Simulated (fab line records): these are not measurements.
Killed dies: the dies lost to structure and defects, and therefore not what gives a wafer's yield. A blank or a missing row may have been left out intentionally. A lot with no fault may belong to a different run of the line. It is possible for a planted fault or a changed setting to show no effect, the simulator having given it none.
Chamber matching	flow berkeley cmos170	4 sister chambers for UCB170_V2_CMP_02 on cmp-02
The step polishes SiO2. 14 wafers are shown with their chamber, then 7 later ones without.

== WAFERS WITH THEIR CHAMBER ==
wafer	chamber	motor current A (A)
L194.1	1	14.1
L194.2	3	18.7
L194.4	0	15.6
L196.1	2	18.8
L196.5	0	16.7
L196.6	1	14.1
L198.1	2	19.5
L198.2	0	16.7
L198.4	3	18.7
L201.3	2	18.3
L201.4	1	13.6
L201.6	1	13.9
L204.2	0	16.2
L204.4	2	18.3

SIGNATURES (means of the wafers above)
reading	chamber 0	chamber 1	chamber 2	chamber 3	scatter within a chamber
motor current A	16.300	13.925	18.725	18.700	0.442
Rule: for each reading, subtract the chamber's mean from the wafer's reading, divide by that reading's scatter and square the result; add these up over the readings and take the root, which gives the wafer's distance from the chamber. The wafer belongs to the nearest chamber; if the next one is less than 2 further off, it can't be placed. The scatter: take each reading less its chamber's mean, square it, sum over the shown wafers, divide by the number of wafers less the number of chambers, and take the root.

== WAFERS MISSING THEIR CHAMBER ==
wafer	motor current A (A)
L204.6	17.1
L203.4	17.0
L203.5	13.9
L203.6	16.8
L205.2	18.5
L205.3	16.3
L205.6	13.8

== WHICH CHAMBER EACH ONE RAN IN ==
wafer	from the rows above	in truth
L204.6	can't be placed: 0 or 3 or 2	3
L203.4	0	0
L203.5	1	1
L203.6	0	0
L205.2	can't be placed: 3 or 2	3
L205.3	0	0
L205.6	1	1
5 of 7 placed correctly. These rows do not allow placing 2 (true chamber among the candidates in 2). Number placed wrongly: 0.
